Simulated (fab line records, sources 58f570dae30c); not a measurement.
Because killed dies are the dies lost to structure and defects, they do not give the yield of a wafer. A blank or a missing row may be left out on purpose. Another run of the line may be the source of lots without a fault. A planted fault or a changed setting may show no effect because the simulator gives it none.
Code-filled problem report in 8D (eight disciplines) form -- flow berkeley-cmos170 -- the parts of the form that need people (team, actions taken, sign-off) are left out

1. WHAT WENT WRONG
Wafers free of any fault read 527.9 (standard deviation 2.6) for NVT_TW at UCB170_NVT_TW_MEAS_09, against a mean of 452.6 on 6 wafers of 2 lots. Relative to the usual mean, that is a shift of -29 standard deviations.
First seen on wafer L863.2, day 8 02:33, on film-metro-01. Wafers with a number at this step in the record: 42, from 14 lots. By rule, "out" or "out of limits" means more than 4 standard deviations away from the usual mean. The other wafers with a number count as sound.

2. WHAT IT IS, WHAT IT ISN'T
question,is,is not
which readings at this step,NVT_TW,-
which lots,"L863, L866","L854, L855, L856, L857, L859, L860, L862, L864, L865, L868, L876, L877"
which wafers of those lots,all that have a number,-
read on which gauges,"film-metro-01, film-metro-04",film-metro-02
when,from day 8 02:33,"up to then (24 sound wafers); but 12 sound wafers of L865, L868, L876, L877 came after"

3. SUSPECTS, AND WHAT RULES EACH OUT
Counting: a tool at any process step up to the reading remains a suspect when it ran all the lots that are out and ran no sound lot after the first of those.
- the gauge at UCB170_NVT_TW_MEAS_09: ruled out. Those wafers that are out were read across 2 gauges (film-metro-01, film-metro-04).
- implanter-04 at UCB170_NVT_IMPLANT_07: kept. It ran every lot that is out, first L863 (day 8 02:19), and no sound lot after that; its last sound lot up to then is L862 (day 8 01:56). Its own readings are out on those wafers: dose-ions-cm2, faraday-current-uA.
Remaining after the count: implanter-04 at UCB170_NVT_IMPLANT_07.

4. THE CAUSE (what the simulator had put in)
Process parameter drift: implanter-04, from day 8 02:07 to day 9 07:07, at UCB170_NVT_IMPLANT_07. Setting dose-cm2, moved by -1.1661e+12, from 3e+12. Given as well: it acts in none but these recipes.
After counting, this tool was the only one left.

5. SEQUENCE OF EFFECTS, ordered by route
Each row: a reading whose mean over the struck wafers that have a number lies more than 3 standard deviations from the usual. Scope: only readings with a usual standard deviation given in the record; hours: median across lots of the time from each lot's start at the first step in this table that gives one to its start at this step; sigmas: change in usual standard deviations.
hours,step,reading,usual,on struck wafers,change,sigmas
0,UCB170_NVT_IMPLANT_07,dose-ions-cm2,3e+12,2e+12,-1e+12,-99 or more
0,UCB170_NVT_IMPLANT_07,faraday-current-uA,9.52,5.79,-3.73,-19
0,UCB170_NVT_TW_MEAS_09,NVT_TW,527.9,452.6,-75.3,-29
The process steps in it:
- UCB170_NVT_IMPLANT_07

6. WHAT WOULD HAVE CAUGHT IT SOONER
The first out-of-limits reading at a measuring or inspecting step in this record came at day 8 02:33, 0 hours after the fault's start at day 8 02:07.
Tool's own readings at UCB170_NVT_IMPLANT_07, dose-ions-cm2, faraday-current-uA: out on all struck wafers the step has rows for; an alarm limit on them would have tripped on the first.
L866, from the lots that are out (2), started UCB170_NVT_IMPLANT_07 on implanter-04 later than day 8 02:33. A hold on the tool at that time would have spared it.
